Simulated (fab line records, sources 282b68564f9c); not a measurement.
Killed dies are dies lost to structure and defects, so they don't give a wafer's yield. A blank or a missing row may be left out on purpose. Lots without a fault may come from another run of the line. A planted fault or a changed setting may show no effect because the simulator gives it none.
A struck lot beside a sound one | flow rit_cmos | 14 steps out of a route of 202
Sound: wafers L753.1, L753.2, L753.6. Struck: wafers L760.3, L760.4, L760.5. The cause comes at the end.
At each step with rows: each side's tool, then ch and its chambers, then its first start. Under that, the readings that differ: sound wafers | struck wafers | difference of the means | sigmas: that difference in standard deviations of wafers without a fault.
alike: readings whose means differ by less than 2 such deviations, and words and numbers that are the same on both sides. not compared: withheld readings, readings that some wafer has no value for, bounds like >300 that may hide the same value, and numbers for which the record gives no deviation and whose values overlap.
The two part at a step that has a row with sigmas, a row that says differs or no value, or rows on one side only. Numbers that don't overlap but have no deviation are shown without sigmas and don't part them. A reading that every wafer of one side lacks parts them only if that side has two wafers or more.

first, 3 steps without rows for these wafers: RIT_NWELL_EXPOSE_03 (exposes mask M2, target cd 43900 nm); RIT_NWELL_PEB_04; RIT_NWELL_DEVELOP_05 (develop time 68 s).
RIT_NWELL_OVL_MEAS_06:
  sound on overlay-01, day 2 11:52; struck on overlay-01, day 3 23:01
  alike: NWELL_OVL
then, 2 steps without rows for these wafers: RIT_NWELL_HARDBAKE_07 (time 120 s); RIT_NWELL_IMPLANT_08.
RIT_NWELL_STRIP_09: strips in O2, time 180 s.
  sound on plasma_asher-04 ch 0,1, day 2 12:18; struck on plasma_asher-04 ch 0,1, day 3 23:38
  alike: drypump_motor_current_A
  not compared: rf_hours_counter_h
RIT_NWELL_TW_MEAS_10:
  sound on film_metro-02, day 2 12:29; struck on film_metro-01, day 3 23:46
  alike: NWELL_TW
then, 4 steps without rows for these wafers: RIT_PWELL_HMDS_00 (prime time 60 s); RIT_PWELL_COAT_01 (resist thk 1300 nm); RIT_PWELL_SOFTBAKE_02 (time 60 s); RIT_PWELL_EXPOSE_03 (exposes mask M3, target cd 43700 nm).
RIT_PWELL_PEB_04:
  sound on litho_track-01 ch 0, day 2 13:07; struck on litho_track-01, day 4 00:35
  reading         | sound          | struck | difference                    | sigmas
  exhaust_pa (Pa) | 44.6 44.5 42.2 | - - -  | no value on the struck wafers |
  not compared: chill_plate_temp_C
then, 1 step without rows for these wafers: RIT_PWELL_DEVELOP_05 (develop time 68 s).

WHERE THEY PART
Only at RIT_PWELL_PEB_04, within this record.

WHY: what the simulator had put in
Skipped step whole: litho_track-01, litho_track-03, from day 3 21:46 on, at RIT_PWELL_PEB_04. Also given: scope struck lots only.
